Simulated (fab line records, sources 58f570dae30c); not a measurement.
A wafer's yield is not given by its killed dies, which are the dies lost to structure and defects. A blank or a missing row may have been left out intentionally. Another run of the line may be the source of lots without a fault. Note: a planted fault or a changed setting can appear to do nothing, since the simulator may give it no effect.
A single fault, viewed from 2 desks :: flow berkeley-cmos170 :: numbers are kept per desk, each desk with only its own; the story behind them comes last

## METROLOGY DESK
Means of the sampled wafers that have a number, per lot and without regard to the tool the lot ran on: this is what the gauges read. The brackets show how far a lot's mean lies from the usual mean; more than 4 standard deviations puts the lot out of limits, marked OUT.
Columns: A = ACTIVE_OXIDE_THK at UCB170_ACTIVE_THK_MEAS_03, usual 26.4 nm; B = NLDD_OVL at UCB170_NLDD_OVL_MEAS_07, usual 1 nm; C = cd-nm at UCB170_M1_CD_MEAS_90, usual 700.7 nm
lot: L891
first seen here: day 5 09:03
A: 26.1
B: 2
C: 698.4

lot: L893
first seen here: day 5 15:48
A: 26.9
B: -3
C: 698.6

lot: L896
first seen here: day 5 15:48
A: 25.7
B: 1
C: 701.2

lot: L895
first seen here: day 5 15:52
A: 26.3
B: 3
C: 700.3

lot: L898
first seen here: day 6 10:06
A: 26.9
B: 2
C: 705.2

lot: L897
first seen here: day 6 10:07
A: 25.9
B: 2
C: 702.6

lot: L902
first seen here: day 6 21:13
A: 26.1
B: 4
C: 699.0

lot: L900
first seen here: day 6 21:14
A: 26.6
B: -7
C: 700.5

lot: L901
first seen here: day 6 23:53
A: 26.7
B: 2
C: 700.7

lot: L899
first seen here: day 6 23:53
A: 26.7
B: -8
C: 704.8

lot: L904
first seen here: day 6 23:57
A: 26.2
B: 4
C: 700.7

lot: L905
first seen here: day 7 08:56
A: 26.4
B: -8
C: 698.0

lot: L908
first seen here: day 7 20:20
A: 26.2
B: -4
C: 698.6

lot: L911
first seen here: day 8 19:25
A: 26.7
B: -6
C: 699.5
Result from this desk: across the 14 lots, nothing is out of limits.

## TOOL OWNER'S DESK, rie-si-01
The tool's own readings at UCB170_GATE_ETCH_15 (etches poly-Si in HBr/Cl2, stops on SiO2, time 56.3 s, target depth 278.2 nm): means of the sampled wafers that have a number, for each lot that ran on this tool. The brackets show how far a lot's mean lies from the usual mean; more than 4 standard deviations puts the lot out of limits, marked OUT.
Columns: A = bias-w at UCB170_GATE_ETCH_15, usual 150.0 W; B = drypump-motor-current-A at UCB170_GATE_ETCH_15, usual 5.8 A; C = oes-product-au at UCB170_GATE_ETCH_15, usual 0.826 a.u.; D = rf-fwd-power-W at UCB170_GATE_ETCH_15, usual 297.5 W; E = run-length-s at UCB170_GATE_ETCH_15, usual 84.3 s; F = throttle-valve-pct at UCB170_GATE_ETCH_15, usual 26.4 %
lot: L895
first seen here: day 8 05:09
A: 149.8
B: 6.0
C: 0.820
D: 298.3
E: 84.4
F: 26.8

lot: L893
first seen here: day 8 05:26
A: 150.5
B: 5.7
C: 0.812
D: 297.5
E: 84.1
F: 26.9

lot: L898
first seen here: day 9 08:43
A: 150.0
B: 6.0
C: 0.819
D: 297.8
E: 84.6
F: 26.8

lot: L902
first seen here: day 9 23:26
A: 150.1
B: 5.5
C: 0.811
D: 298.0
E: 84.4
F: 26.6

lot: L899
first seen here: day 9 23:40
A: 151.1
B: 6.2
C: 0.948 (+9.4) OUT
D: 297.8
E: 70.0 (-30) OUT
F: 26.7

lot: L905
first seen here: day 10 09:00
A: 149.4
B: 6.0
C: 0.871
D: 297.2
E: 76.8 (-16) OUT
F: 26.8
This desk's finding: out of limits on L899, L905; first on L899, day 9 23:40 (oes-product-au at UCB170_GATE_ETCH_15). L895, L893, L898, L902: within limits.

## PUT TOGETHER
At day 9 23:40, on L899, L905, the tool owner's desk was in a position to raise an alarm.
Metrology desk: nothing out of limits seen.
The metrology desk holds a record of L899, L905, inside its limits.
The lots listed all ran UCB170_GATE_ETCH_15 on rie-si-01.

## WHAT WAS PUT IN BY THE SIMULATOR
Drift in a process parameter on rie-si-01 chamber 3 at UCB170_GATE_ETCH_15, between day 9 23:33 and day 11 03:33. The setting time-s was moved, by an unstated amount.
Lots struck among those shown: L899, L905.
Time in hours from fault onset to the first out-of-limits reading at each desk: the tool owner's desk, 0.
